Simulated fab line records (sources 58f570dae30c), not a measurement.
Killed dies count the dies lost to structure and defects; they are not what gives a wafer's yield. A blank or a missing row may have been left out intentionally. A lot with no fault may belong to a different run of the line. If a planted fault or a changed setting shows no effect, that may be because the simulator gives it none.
Chamber matching + flow berkeley cmos170 + UCB170_GATE_ETCH_15 on rie si-01: 4 sister chambers
The step etches poly-Si in HBr/Cl2, stops on SiO2, time 56.3 s, target depth 278.2 nm. 18 wafers are shown with their chamber, then 9 later ones without.

== WAFERS PAIRED WITH THEIR CHAMBERS ==
| wafer  | chamber | throttle valve pct (%) | drypump motor current A (A) | oes product au (a.u.) |
|--------|---------|------------------------|-----------------------------|-----------------------|
| L356.2 | 3       | 26.51                  | 4.9                         | 0.815                 |
| L356.3 | 2       | 26.73                  | 6.3                         | 0.844                 |
| L356.5 | 3       | 26.51                  | 4.9                         | 0.817                 |
| L361.2 | 2       | 26.72                  | 6.4                         | 0.837                 |
| L361.4 | 1       | 26.72                  | 5.1                         | 0.841                 |
| L361.5 | 1       | 26.73                  | 5.1                         | 0.839                 |
| L360.1 | 1       | 26.74                  | 5.1                         | 0.832                 |
| L360.2 | 3       | 26.52                  | 4.8                         | 0.824                 |
| L360.3 | 2       | 26.74                  | 6.4                         | 0.855                 |
| L368.4 | 2       | 26.74                  | 6.4                         | 0.856                 |
| L368.5 | 2       | 26.73                  | 6.3                         | 0.841                 |
| L368.6 | 3       | 26.51                  | 4.9                         | 0.810                 |
| L373.1 | 2       | 26.74                  | 6.3                         | 0.844                 |
| L373.2 | 0       | 26.08                  | 5.9                         | 0.826                 |
| L373.5 | 0       | 26.09                  | 5.9                         | 0.842                 |
| L374.2 | 1       | 26.72                  | 5.1                         | 0.842                 |
| L374.4 | 3       | 26.52                  | 4.9                         | 0.818                 |
| L374.6 | 0       | 26.10                  | 5.8                         | 0.855                 |

SIGNATURES, as means of the wafers listed above
| reading                 | chamber 0 | chamber 1 | chamber 2 | chamber 3 | scatter within a chamber |
|-------------------------|-----------|-----------|-----------|-----------|--------------------------|
| throttle valve pct      | 26.0900   | 26.7275   | 26.7333   | 26.5140   | 0.00814                  |
| drypump motor current A | 5.867     | 5.100     | 6.350     | 4.880     | 0.046                    |
| oes product au          | 0.84100   | 0.83850   | 0.84617   | 0.81680   | 0.00793                  |
Rule: for a wafer and a chamber, the distance is found by dividing, reading by reading, the gap between the wafer's reading and the chamber's mean by the reading's scatter, squaring, summing and taking the root. If the next closest chamber is less than 2 further off than the closest, the wafer can't be placed; otherwise it belongs to the closest. How the scatter is found: for the shown wafers, subtract from each reading the mean of its chamber, square and add these, divide the total by (wafers less chambers), then take the root.

== WAFERS MISSING THEIR CHAMBER ==
| wafer  | throttle valve pct (%) | drypump motor current A (A) | oes product au (a.u.) |
|--------|------------------------|-----------------------------|-----------------------|
| L372.1 | 26.75                  | 6.4                         | 0.847                 |
| L372.2 | 26.72                  | 5.1                         | 0.832                 |
| L372.6 | 26.10                  | 5.9                         | 0.844                 |
| L375.1 | 26.73                  | 5.1                         | 0.844                 |
| L375.2 | 26.52                  | 4.9                         | 0.820                 |
| L375.3 | 26.09                  | 5.9                         | 0.830                 |
| L378.3 | 26.74                  | 6.4                         | 0.840                 |
| L378.5 | 26.52                  | 4.9                         | 0.824                 |
| L378.6 | 26.73                  | 6.4                         | 0.857                 |

== CHAMBER TAKEN BY EACH ==
| wafer  | from the rows above | in truth |
|--------|---------------------|----------|
| L372.1 | 2                   | 2        |
| L372.2 | 1                   | 1        |
| L372.6 | 0                   | 0        |
| L375.1 | 1                   | 1        |
| L375.2 | 3                   | 3        |
| L375.3 | 0                   | 0        |
| L378.3 | 2                   | 2        |
| L378.5 | 3                   | 3        |
| L378.6 | 2                   | 2        |
Placed correctly: 9 of 9. Not placeable from these rows: 0. Number placed wrongly: 0.
